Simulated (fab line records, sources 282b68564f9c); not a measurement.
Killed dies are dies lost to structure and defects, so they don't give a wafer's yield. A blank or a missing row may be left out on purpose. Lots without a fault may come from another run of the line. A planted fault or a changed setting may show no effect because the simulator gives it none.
Which tool did it? | flow rit_cmos | 14 lots, 42 wafers sampled, at 2 steps of a route of 202

WHAT THE GAUGES READ, wafer by wafer
The record holds no reading of a measuring or inspecting step that can be judged against a usual standard deviation.

WHICH TOOL RAN EACH LOT (tool, then ch and the chambers of the sampled wafers, then the start)
lot  | RIT_PLDD_STRIP_09                   | RIT_M1_PROBE_99
L650 | plasma_asher-04 ch 0,1, day 2 21:16 | -
L651 | plasma_asher-03 ch 1, day 3 03:14   | -
L652 | plasma_asher-03 ch 0,1, day 3 07:02 | -
L653 | plasma_asher-02 ch 0,1, day 3 11:42 | -
L654 | plasma_asher-03 ch 0,1, day 3 22:22 | -
L655 | plasma_asher-02 ch 0,1, day 3 23:40 | -
L656 | plasma_asher-04 ch 0, day 4 02:10   | -
L658 | plasma_asher-02 ch 0,1, day 4 16:26 | prober-02, day 5 06:22
L660 | plasma_asher-02 ch 0,1, day 5 05:21 | prober-02, day 5 18:59
L663 | plasma_asher-03 ch 0,1, day 5 20:01 | -
L666 | plasma_asher-03 ch 0, day 6 12:50   | -
L669 | plasma_asher-04 ch 0,1, day 7 01:17 | -
L671 | plasma_asher-04 ch 0,1, day 7 14:37 | -
L673 | plasma_asher-04 ch 0,1, day 7 21:19 | -
- RIT_PLDD_STRIP_09: strips in O2, time 180 s.
- RIT_M1_PROBE_99

WHAT THE TOOLS THEMSELVES READ (means of the sampled wafers that have a number; where no wafer has one, the mark that the record gives instead)
RIT_PLDD_STRIP_09.
lot  | tool            | drypump_motor_current_A (A)
L650 | plasma_asher-04 | 6.4
L651 | plasma_asher-03 | 5.7
L652 | plasma_asher-03 | 5.9
L653 | plasma_asher-02 | 5.5
L654 | plasma_asher-03 | 6.0
L655 | plasma_asher-02 | 5.5
L656 | plasma_asher-04 | 6.3
L658 | plasma_asher-02 | 5.5
L660 | plasma_asher-02 | 5.5
L663 | plasma_asher-03 | 5.8
L666 | plasma_asher-03 | 6.0
L669 | plasma_asher-04 | 6.4
L671 | plasma_asher-04 | 6.4
L673 | plasma_asher-04 | 6.5

RIT_M1_PROBE_99.
lot  | tool      | killed_at_M0_to_M3 | killed_at_contacts | killed_at_front_end | killed_dies | killed_on_rim | killed_open | killed_short
L658 | prober-02 | 0.0                | 0.0                | 35                  | 35          | 9.7           | 2.3         | 3.7
L660 | prober-02 | 0.0                | 0.0                | 35                  | 35          | 8.7           | 2.7         | 3.7

THE ANSWER, worked out from the rows above alone
Rule: what is usual is taken from the lots themselves. Put in order of their means at a reading, lots are off if they are a third of the lots or fewer, leave a main group of 4 or more, and stand apart from it by a gap of 3 or more times the standard deviation of the main group's means; of several such gaps the widest counts. A main group whose means are all the same, to the digits that the tables above print for the reading, isn't used. A lot without any number at a reading at which 4 lots or more have one is off too. The other lots that the step has rows for count as sound. The gauges are gone through in route order, then the tools' own readings, and for those a lot's mean is taken as printed above. The first step at which some lot is off is used, and at that step the reading that is off furthest; a lot without a number counts as furthest.
No lot is off at any reading shown: from this, nothing can be told.

WHAT THE SIMULATOR HAD PUT IN
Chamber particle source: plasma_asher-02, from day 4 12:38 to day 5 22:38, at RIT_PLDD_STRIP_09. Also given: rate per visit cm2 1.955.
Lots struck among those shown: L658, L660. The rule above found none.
